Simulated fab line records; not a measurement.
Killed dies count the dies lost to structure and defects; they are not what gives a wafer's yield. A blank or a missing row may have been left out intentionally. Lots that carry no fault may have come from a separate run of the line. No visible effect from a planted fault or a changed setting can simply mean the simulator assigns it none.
The tool behind it: which one? || flow ritCmos || Sampling: 15 lots, 45 wafers, 5 of 202 route steps

WHAT EACH GAUGE READ, for each wafer
RIT_FOX2_THK_MEAS_90.
{"lot": "L683", "measured": "day 2 07:26", "on": "filmMetro-01", "FIELD_OXIDE_LEFT_1_THK (nm)": "316 309 310"}
{"lot": "L684", "measured": "day 2 11:35", "on": "filmMetro-01", "FIELD_OXIDE_LEFT_1_THK (nm)": "313 316 315"}
{"lot": "L685", "measured": "day 2 17:50", "on": "filmMetro-01", "FIELD_OXIDE_LEFT_1_THK (nm)": "312 302 314"}
{"lot": "L686", "measured": "day 2 21:42", "on": "filmMetro-03", "FIELD_OXIDE_LEFT_1_THK (nm)": "319 315 318"}
{"lot": "L687", "measured": "day 3 05:05", "on": "filmMetro-03", "FIELD_OXIDE_LEFT_1_THK (nm)": "309 304 309"}
{"lot": "L690", "measured": "day 4 01:06", "on": "filmMetro-01", "FIELD_OXIDE_LEFT_1_THK (nm)": "315 314 311"}
{"lot": "L692", "measured": "day 4 11:58", "on": "filmMetro-01", "FIELD_OXIDE_LEFT_1_THK (nm)": "305 308 310"}
{"lot": "L691", "measured": "day 4 11:59", "on": "filmMetro-03", "FIELD_OXIDE_LEFT_1_THK (nm)": "312 311 315"}
{"lot": "L694", "measured": "day 4 23:55", "on": "filmMetro-01", "FIELD_OXIDE_LEFT_1_THK (nm)": "309 314 314"}
{"lot": "L695", "measured": "day 4 23:55", "on": "filmMetro-03", "FIELD_OXIDE_LEFT_1_THK (nm)": "317 322 317"}
{"lot": "L697", "measured": "day 5 14:43", "on": "filmMetro-02", "FIELD_OXIDE_LEFT_1_THK (nm)": "305 308 301"}
{"lot": "L700", "measured": "day 6 02:43", "on": "filmMetro-02", "FIELD_OXIDE_LEFT_1_THK (nm)": "302 306 303"}
{"lot": "L701", "measured": "day 6 05:44", "on": "filmMetro-01", "FIELD_OXIDE_LEFT_1_THK (nm)": "302 303 302"}
{"lot": "L703", "measured": "day 6 15:34", "on": "filmMetro-03", "FIELD_OXIDE_LEFT_1_THK (nm)": "313 305 299"}
{"lot": "L704", "measured": "day 6 18:22", "on": "filmMetro-02", "FIELD_OXIDE_LEFT_1_THK (nm)": "296 300 297"}

RIT_GATE_CD_MEAS_16 targets a cd of 150 nm.
{"lot": "L683", "measured": "day 3 04:15", "on": "cdSem-02", "cdNm (nm)": "153.3 153.2 152.7"}
{"lot": "L684", "measured": "day 3 08:14", "on": "cdSem-02", "cdNm (nm)": "149.5 151.0 150.0"}
{"lot": "L685", "measured": "day 3 19:10", "on": "cdSem-02", "cdNm (nm)": "62.7 63.1 62.9"}
{"lot": "L686", "measured": "day 4 01:29", "on": "cdSem-02", "cdNm (nm)": "78.5 76.4 79.5"}
{"lot": "L687", "measured": "day 4 10:31", "on": "cdSem-02", "cdNm (nm)": "58.1 60.5 60.5"}
{"lot": "L690", "measured": "day 5 06:11", "on": "cdSem-01", "cdNm (nm)": "147.5 147.2 148.4"}
{"lot": "L692", "measured": "day 5 17:06", "on": "cdSem-02", "cdNm (nm)": "150.9 151.3 148.2"}
{"lot": "L691", "measured": "day 5 17:00", "on": "cdSem-01", "cdNm (nm)": "151.2 152.5 151.2"}
{"lot": "L694", "measured": "day 6 05:10", "on": "cdSem-01", "cdNm (nm)": "150.2 151.0 146.3"}
{"lot": "L695", "measured": "day 6 04:59", "on": "cdSem-01", "cdNm (nm)": "149.2 147.4 148.4"}
{"lot": "L697", "measured": "day 6 12:30", "on": "cdSem-01", "cdNm (nm)": "150.9 148.8 149.1"}
{"lot": "L700", "measured": "day 7 00:23", "on": "cdSem-01", "cdNm (nm)": "147.1 146.8 147.5"}
{"lot": "L701", "measured": "day 7 03:41", "on": "cdSem-02", "cdNm (nm)": "150.8 151.4 151.8"}
{"lot": "L703", "measured": "day 7 15:40", "on": "cdSem-02", "cdNm (nm)": "151.2 148.2 149.0"}
{"lot": "L704", "measured": "day 7 15:47", "on": "cdSem-01", "cdNm (nm)": "147.6 148.3 145.7"}

RIT_PLDD_OVL_MEAS_06.
{"lot": "L683", "measured": "day 3 13:12", "on": "overlay-02", "PLDD_OVL (nm)": "-0.2 1.2 1.2"}
{"lot": "L684", "measured": "day 3 17:11", "on": "overlay-02", "PLDD_OVL (nm)": "-0.6 -2.2 3.1"}
{"lot": "L690", "measured": "day 5 16:49", "on": "overlay-01", "PLDD_OVL (nm)": "1.8 1.6 0.7"}
{"lot": "L692", "measured": "day 6 03:35", "on": "overlay-02", "PLDD_OVL (nm)": "-0.3 -0.1 0.7"}
{"lot": "L691", "measured": "day 6 02:51", "on": "overlay-01", "PLDD_OVL (nm)": "0.6 2.1 -0.2"}
{"lot": "L694", "measured": "day 6 11:56", "on": "overlay-02", "PLDD_OVL (nm)": "-0.7 0.5 3.0"}
{"lot": "L695", "measured": "day 6 11:22", "on": "overlay-02", "PLDD_OVL (nm)": "-0.8 -0.3 0.5"}
{"lot": "L697", "measured": "day 6 21:13", "on": "overlay-02", "PLDD_OVL (nm)": "-1.5 -1.5 -0.7"}
{"lot": "L700", "measured": "day 7 09:50", "on": "overlay-01", "PLDD_OVL (nm)": "1.6 -1.5 0.9"}
{"lot": "L701", "measured": "day 7 10:45", "on": "overlay-02", "PLDD_OVL (nm)": "0.2 0.1 -1.0"}
{"lot": "L703", "measured": "day 8 00:11", "on": "overlay-02", "PLDD_OVL (nm)": "-0.4 -1.2 -1.0"}
{"lot": "L704", "measured": "day 7 23:51", "on": "overlay-01", "PLDD_OVL (nm)": "0.4 1.7 -0.9"}

WHAT TOOL EACH LOT RAN ON (gives the tool, then ch and the chambers of the sampled wafers, and finally the start)
{"lot": "L683", "RIT_PWELL_STRIP_09": "plasmaAsher-04 ch 0,1, day 2 10:29", "RIT_GATE_COAT_11": "lithoTrack-01 ch 0, day 3 03:34"}
{"lot": "L684", "RIT_PWELL_STRIP_09": "plasmaAsher-03 ch 0,1, day 2 14:51", "RIT_GATE_COAT_11": "lithoTrack-02 ch 0, day 3 07:32"}
{"lot": "L685", "RIT_PWELL_STRIP_09": "plasmaAsher-04 ch 0,1, day 2 20:48", "RIT_GATE_COAT_11": "lithoTrack-02 ch 0, day 3 18:20"}
{"lot": "L686", "RIT_PWELL_STRIP_09": "plasmaAsher-04 ch 0, day 3 01:16", "RIT_GATE_COAT_11": "lithoTrack-02 ch 0, day 4 00:47"}
{"lot": "L687", "RIT_PWELL_STRIP_09": "plasmaAsher-04 ch 0, day 3 08:16", "RIT_GATE_COAT_11": "lithoTrack-02 ch 0, day 4 09:41"}
{"lot": "L690", "RIT_PWELL_STRIP_09": "plasmaAsher-04 ch 0,1, day 4 04:16", "RIT_GATE_COAT_11": "lithoTrack-01 ch 0, day 5 05:29"}
{"lot": "L692", "RIT_PWELL_STRIP_09": "plasmaAsher-03 ch 0,1, day 4 14:59", "RIT_GATE_COAT_11": "lithoTrack-04 ch 0, day 5 16:10"}
{"lot": "L691", "RIT_PWELL_STRIP_09": "plasmaAsher-02 ch 0,1, day 4 15:17", "RIT_GATE_COAT_11": "lithoTrack-01 ch 0, day 5 16:10"}
{"lot": "L694", "RIT_PWELL_STRIP_09": "plasmaAsher-04 ch 0,1, day 5 03:27", "RIT_GATE_COAT_11": "lithoTrack-04 ch 0, day 6 04:08"}
{"lot": "L695", "RIT_PWELL_STRIP_09": "plasmaAsher-03 ch 0,1, day 5 03:13", "RIT_GATE_COAT_11": "lithoTrack-01 ch 0, day 6 04:06"}
{"lot": "L697", "RIT_PWELL_STRIP_09": "plasmaAsher-03 ch 0,1, day 5 18:11", "RIT_GATE_COAT_11": "lithoTrack-01 ch 0, day 6 11:30"}
{"lot": "L700", "RIT_PWELL_STRIP_09": "plasmaAsher-03 ch 0,1, day 6 06:44", "RIT_GATE_COAT_11": "lithoTrack-02 ch 0, day 6 23:20"}
{"lot": "L701", "RIT_PWELL_STRIP_09": "plasmaAsher-02 ch 0,1, day 6 08:54", "RIT_GATE_COAT_11": "lithoTrack-02 ch 0, day 7 02:52"}
{"lot": "L703", "RIT_PWELL_STRIP_09": "plasmaAsher-04 ch 0,1, day 6 21:01", "RIT_GATE_COAT_11": "lithoTrack-04 ch 0, day 7 14:38"}
{"lot": "L704", "RIT_PWELL_STRIP_09": "plasmaAsher-04 ch 1, day 6 22:37", "RIT_GATE_COAT_11": "lithoTrack-01 ch 0, day 7 14:56"}
- RIT_PWELL_STRIP_09: strips in O2, time 180 s.
- RIT_GATE_COAT_11: resist thk 850 nm.

WHAT THE TOOLS THEMSELVES READ (means of the sampled wafers that have a number; where no wafer has one, the mark that the record gives instead)
RIT_PWELL_STRIP_09.
{"lot": "L683", "tool": "plasmaAsher-04", "drypumpMotorCurrentA (A)": 6.7}
{"lot": "L684", "tool": "plasmaAsher-03", "drypumpMotorCurrentA (A)": 5.9}
{"lot": "L685", "tool": "plasmaAsher-04", "drypumpMotorCurrentA (A)": 6.6}
{"lot": "L686", "tool": "plasmaAsher-04", "drypumpMotorCurrentA (A)": 6.8}
{"lot": "L687", "tool": "plasmaAsher-04", "drypumpMotorCurrentA (A)": 6.8}
{"lot": "L690", "tool": "plasmaAsher-04", "drypumpMotorCurrentA (A)": 6.6}
{"lot": "L692", "tool": "plasmaAsher-03", "drypumpMotorCurrentA (A)": 5.4}
{"lot": "L691", "tool": "plasmaAsher-02", "drypumpMotorCurrentA (A)": 5.3}
{"lot": "L694", "tool": "plasmaAsher-04", "drypumpMotorCurrentA (A)": 6.7}
{"lot": "L695", "tool": "plasmaAsher-03", "drypumpMotorCurrentA (A)": 5.4}
{"lot": "L697", "tool": "plasmaAsher-03", "drypumpMotorCurrentA (A)": 5.9}
{"lot": "L700", "tool": "plasmaAsher-03", "drypumpMotorCurrentA (A)": 5.9}
{"lot": "L701", "tool": "plasmaAsher-02", "drypumpMotorCurrentA (A)": 5.3}
{"lot": "L703", "tool": "plasmaAsher-04", "drypumpMotorCurrentA (A)": 6.7}
{"lot": "L704", "tool": "plasmaAsher-04", "drypumpMotorCurrentA (A)": 6.6}

RIT_GATE_COAT_11.
{"lot": "L683", "tool": "lithoTrack-01", "exhaustPa (Pa)": 44.4}
{"lot": "L684", "tool": "lithoTrack-02", "exhaustPa (Pa)": 44.5}
{"lot": "L685", "tool": "lithoTrack-02", "exhaustPa (Pa)": 45.3}
{"lot": "L686", "tool": "lithoTrack-02", "exhaustPa (Pa)": 45.3}
{"lot": "L687", "tool": "lithoTrack-02", "exhaustPa (Pa)": 45.1}
{"lot": "L690", "tool": "lithoTrack-01", "exhaustPa (Pa)": 46.1}
{"lot": "L692", "tool": "lithoTrack-04", "exhaustPa (Pa)": 44.6}
{"lot": "L691", "tool": "lithoTrack-01", "exhaustPa (Pa)": 44.8}
{"lot": "L694", "tool": "lithoTrack-04", "exhaustPa (Pa)": 44.9}
{"lot": "L695", "tool": "lithoTrack-01", "exhaustPa (Pa)": 45.7}
{"lot": "L697", "tool": "lithoTrack-01", "exhaustPa (Pa)": 44.4}
{"lot": "L700", "tool": "lithoTrack-02", "exhaustPa (Pa)": 44.7}
{"lot": "L701", "tool": "lithoTrack-02", "exhaustPa (Pa)": 44.7}
{"lot": "L703", "tool": "lithoTrack-04", "exhaustPa (Pa)": 45.2}
{"lot": "L704", "tool": "lithoTrack-01", "exhaustPa (Pa)": 44.6}

THE ANSWER, worked out from the rows above alone
Rule: the lots themselves supply what counts as usual. Put in order of their means at a reading, lots are off if they are a third of the lots or fewer, leave a main group of 4 or more, and stand apart from it by a gap of 3 or more times the standard deviation of the main group's means; of several such gaps the widest counts. A main group is skipped when, at the precision printed for the reading in the tables above, its means are all equal. A lot without any number at a reading at which 4 lots or more have one is off too. Where the step has rows for the other lots, those lots are counted as sound. The gauges are gone through in route order, then the tools' own readings, and for those a lot's mean is taken as printed above. At the first step where some lot is off, the reading lying furthest off is the one used; lots without a number count as furthest.
Off: L685, L686, L687 (RIT_GATE_CD_MEAS_16, cdNm). Mean 149.6 nm and standard deviation 1.8 in the main group.
A tool fits if, at a process step before that reading, it ran every lot that is off, and no sound lot after the first of them. Gauges at RIT_GATE_CD_MEAS_16: tried the same way as those tools. No candidate that was tried fits.

WHAT THE SIMULATOR PUT IN
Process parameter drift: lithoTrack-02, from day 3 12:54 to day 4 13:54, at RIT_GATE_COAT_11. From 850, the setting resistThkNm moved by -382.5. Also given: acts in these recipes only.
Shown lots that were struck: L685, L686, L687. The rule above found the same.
